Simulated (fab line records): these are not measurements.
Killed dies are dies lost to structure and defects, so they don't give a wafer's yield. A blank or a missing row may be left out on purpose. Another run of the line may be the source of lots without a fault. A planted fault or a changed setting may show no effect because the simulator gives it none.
Which tool was responsible? + flow rit-cmos + Sampling: 14 lots, 42 wafers, 3 of 202 route steps

== WHAT THE GAUGES SHOWED, per wafer ==
RIT_PSD_TW_MEAS_10. Usual: PSD_TW gives 3417 (standard deviation 20).
| lot  | measured    | on            | PSD_TW         | flag |
|------|-------------|---------------|----------------|------|
| L718 | day 3 05:20 | film-metro-02 | 3414 3421 3425 |      |
| L719 | day 3 07:49 | film-metro-01 | 3433 3405 3409 |      |
| L720 | day 3 17:17 | film-metro-02 | 3403 3423 3412 |      |
| L722 | day 3 23:55 | film-metro-01 | 3404 3392 3412 |      |
| L723 | day 4 04:04 | film-metro-04 | 3410 3424 3425 |      |
| L724 | day 4 08:19 | film-metro-01 | 3423 3414 3428 |      |
| L725 | day 4 12:37 | film-metro-01 | 3572 3579 3578 | OFF  |
| L727 | day 5 05:00 | film-metro-01 | 3609 3599 3614 | OFF  |
| L734 | day 6 12:52 | film-metro-01 | 3432 3434 3443 |      |
| L735 | day 6 16:02 | film-metro-02 | 3413 3447 3417 |      |
| L738 | day 7 10:10 | film-metro-01 | 3389 3394 3412 |      |
| L739 | day 7 11:46 | film-metro-02 | 3447 3442 3464 |      |
| L740 | day 7 21:45 | film-metro-04 | 3389 3388 3385 |      |
| L741 | day 8 02:14 | film-metro-01 | 3399 3395 3397 |      |

RIT_SDANNEAL_RS_MEAS_04: uses a four-point probe to measure. Usual: PSD_RS gives 115.6 ohm/sq (standard deviation 0.32).
| lot  | measured    | on            | PSD_RS (ohm/sq)   | flag |
|------|-------------|---------------|-------------------|------|
| L718 | day 3 05:49 | film-metro-01 | 115.8 115.4 115.6 |      |
| L719 | day 3 08:30 | film-metro-02 | 115.9 115.8 115.4 |      |
| L720 | day 3 17:47 | film-metro-01 | 115.1 115.1 115.5 |      |
| L722 | day 4 00:26 | film-metro-01 | 115.6 115.4 115.6 |      |
| L723 | day 4 04:33 | film-metro-02 | 115.8 115.7 115.6 |      |
| L724 | day 4 09:11 | film-metro-01 | 115.7 115.4 115.7 |      |
| L725 | day 4 13:07 | film-metro-04 | 104.2 104.0 104.2 | OFF  |
| L727 | day 5 05:32 | film-metro-04 | 104.1 104.1 104.1 | OFF  |
| L734 | day 6 13:25 | film-metro-01 | 115.9 115.4 115.5 |      |
| L735 | day 6 16:31 | film-metro-01 | 115.3 115.3 115.2 |      |
| L738 | day 7 10:41 | film-metro-02 | 116.1 115.6 116.0 |      |
| L739 | day 7 12:17 | film-metro-01 | 115.2 115.5 115.5 |      |
| L740 | day 7 22:32 | film-metro-01 | 115.5 115.2 115.4 |      |
| L741 | day 8 02:58 | film-metro-02 | 115.9 115.8 115.7 |      |

== WHICH TOOL RAN EACH LOT (tool, then ch and the chambers of the sampled wafers, then the start) ==
| lot  | RIT_PSD_IMPLANT_08             |
|------|--------------------------------|
| L718 | implanter-01 ch 0, day 3 05:01 |
| L719 | implanter-02 ch 0, day 3 07:29 |
| L720 | implanter-04 ch 0, day 3 16:58 |
| L722 | implanter-04 ch 0, day 3 23:35 |
| L723 | implanter-04 ch 0, day 4 03:44 |
| L724 | implanter-01 ch 0, day 4 07:59 |
| L725 | implanter-04 ch 0, day 4 12:17 |
| L727 | implanter-04 ch 0, day 5 04:41 |
| L734 | implanter-01 ch 0, day 6 12:32 |
| L735 | implanter-02 ch 0, day 6 15:42 |
| L738 | implanter-04 ch 0, day 7 09:51 |
| L739 | implanter-04 ch 0, day 7 11:26 |
| L740 | implanter-02 ch 0, day 7 21:28 |
| L741 | implanter-01 ch 0, day 8 01:55 |
- RIT_PSD_IMPLANT_08

== WHAT THE TOOLS THEMSELVES READ (means of the sampled wafers that have a number; where no wafer has one, the mark that the record gives instead) ==
RIT_PSD_IMPLANT_08. Usual: 27.002 for beam-energy-keV, sd 0.0094.
| lot  | tool         | beam-energy-keV | flag |
|------|--------------|-----------------|------|
| L718 | implanter-01 | 27.003          |      |
| L719 | implanter-02 | 26.984          |      |
| L720 | implanter-04 | 26.990          |      |
| L722 | implanter-04 | 27.005          |      |
| L723 | implanter-04 | 27.012          |      |
| L724 | implanter-01 | 27.015          |      |
| L725 | implanter-04 | 32.933          | OFF  |
| L727 | implanter-04 | 32.936          | OFF  |
| L734 | implanter-01 | 27.008          |      |
| L735 | implanter-02 | 26.990          |      |
| L738 | implanter-04 | 26.995          |      |
| L739 | implanter-04 | 26.992          |      |
| L740 | implanter-02 | 27.011          |      |
| L741 | implanter-01 | 27.005          |      |

== THE ANSWER, worked out from the rows above alone ==
Rule: a lot counts as off when the mean over its wafers that have a number is more than 3 standard deviations away from the usual mean. A lot without any number at a reading at which 4 lots or more have one is off too. All remaining lots with rows at the step are treated as sound. First the gauges in route order, then the tools' own readings, where a lot's mean is used as printed above. The first step at which some lot is off is used, and at that step the reading that is off furthest; a lot without a number counts as furthest.
Off: L725, L727, seen at RIT_PSD_TW_MEAS_10 (PSD_TW).
A tool fits if, at a process step before that reading, it ran every lot that is off, and no sound lot after the first of them. The gauges at RIT_PSD_TW_MEAS_10 aren't tried: what is off there is off at RIT_SDANNEAL_RS_MEAS_04 too, on other tools, and a gauge's error can't cause that. No candidate that was tried fits.

== WHAT WAS PUT IN BY THE SIMULATOR ==
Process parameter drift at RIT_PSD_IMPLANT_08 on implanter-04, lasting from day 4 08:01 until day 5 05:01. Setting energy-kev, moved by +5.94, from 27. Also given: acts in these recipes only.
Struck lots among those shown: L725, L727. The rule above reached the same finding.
